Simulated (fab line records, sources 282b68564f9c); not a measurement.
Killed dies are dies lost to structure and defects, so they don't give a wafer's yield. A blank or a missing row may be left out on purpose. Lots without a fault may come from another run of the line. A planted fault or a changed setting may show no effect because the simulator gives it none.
A struck lot beside a sound one | flow rit_cmos | 14 steps out of a route of 202
Sound: wafers L839.1, L839.2, L839.5. Struck: wafers L831.2, L831.3, L831.4. The cause comes at the end.
At each step with rows: each side's tool, then ch and its chambers, then its first start. Under that, the readings that differ: sound wafers | struck wafers | difference of the means | sigmas: that difference in standard deviations of wafers without a fault.
alike: readings whose means differ by less than 2 such deviations, and words and numbers that are the same on both sides. not compared: withheld readings, readings that some wafer has no value for, bounds like >300 that may hide the same value, and numbers for which the record gives no deviation and whose values overlap.
The two part at a step that has a row with sigmas, a row that says differs or no value, or rows on one side only. Numbers that don't overlap but have no deviation are shown without sigmas and don't part them. A reading that every wafer of one side lacks parts them only if that side has two wafers or more.

first, 4 steps without rows for these wafers: RIT_NRETRO_SOFTBAKE_02 (time 60 s); RIT_NRETRO_EXPOSE_03 (exposes mask M4, target cd 43900 nm); RIT_NRETRO_PEB_04; RIT_NRETRO_DEVELOP_05 (develop time 68 s).
RIT_NRETRO_OVL_MEAS_06:
  sound on overlay-02, day 7 01:56; struck on overlay-02, day 5 02:57
  reading         | sound          | struck      | difference | sigmas
  NRETRO_OVL (nm) | -0.7 -1.9 -1.0 | 4.0 1.5 1.6 | +3.6       | +3
then, 2 steps without rows for these wafers: RIT_NRETRO_HARDBAKE_07 (time 120 s); RIT_NRETRO_IMPLANT_08.
RIT_NRETRO_STRIP_09: strips in O2, time 180 s.
  sound on plasma_asher-03 ch 0,1, day 7 02:22; struck on plasma_asher-01 ch 0,1, day 5 03:23
  alike: drypump_motor_current_A
  not compared: rf_hours_counter_h
RIT_NRETRO_TW_MEAS_10:
  sound on film_metro-02, day 7 02:32; struck on film_metro-02, day 5 03:34
  alike: NRETRO_TW
then, 3 steps without rows for these wafers: RIT_PRETRO_HMDS_00 (prime time 60 s); RIT_PRETRO_COAT_01 (resist thk 1300 nm); RIT_PRETRO_SOFTBAKE_02 (time 60 s).
RIT_PRETRO_EXPOSE_03: exposes mask M5, target cd 43700 nm.
  sound on iline_stepper-01 ch 0, day 7 03:10; struck on iline_stepper-01, day 5 04:05
  no value came back on the struck wafers for exposure_dose_mJ_cm2, focus_offset_nm (nm), na; on the sound wafers exposure_dose_mJ_cm2 reads 250.02 249.88 250.03
  alike: mask
then, 1 step without rows for these wafers: RIT_PRETRO_PEB_04.

WHERE THEY PART
First at RIT_NRETRO_OVL_MEAS_06; last, within this record, at RIT_PRETRO_EXPOSE_03.

WHY: what the simulator had put in
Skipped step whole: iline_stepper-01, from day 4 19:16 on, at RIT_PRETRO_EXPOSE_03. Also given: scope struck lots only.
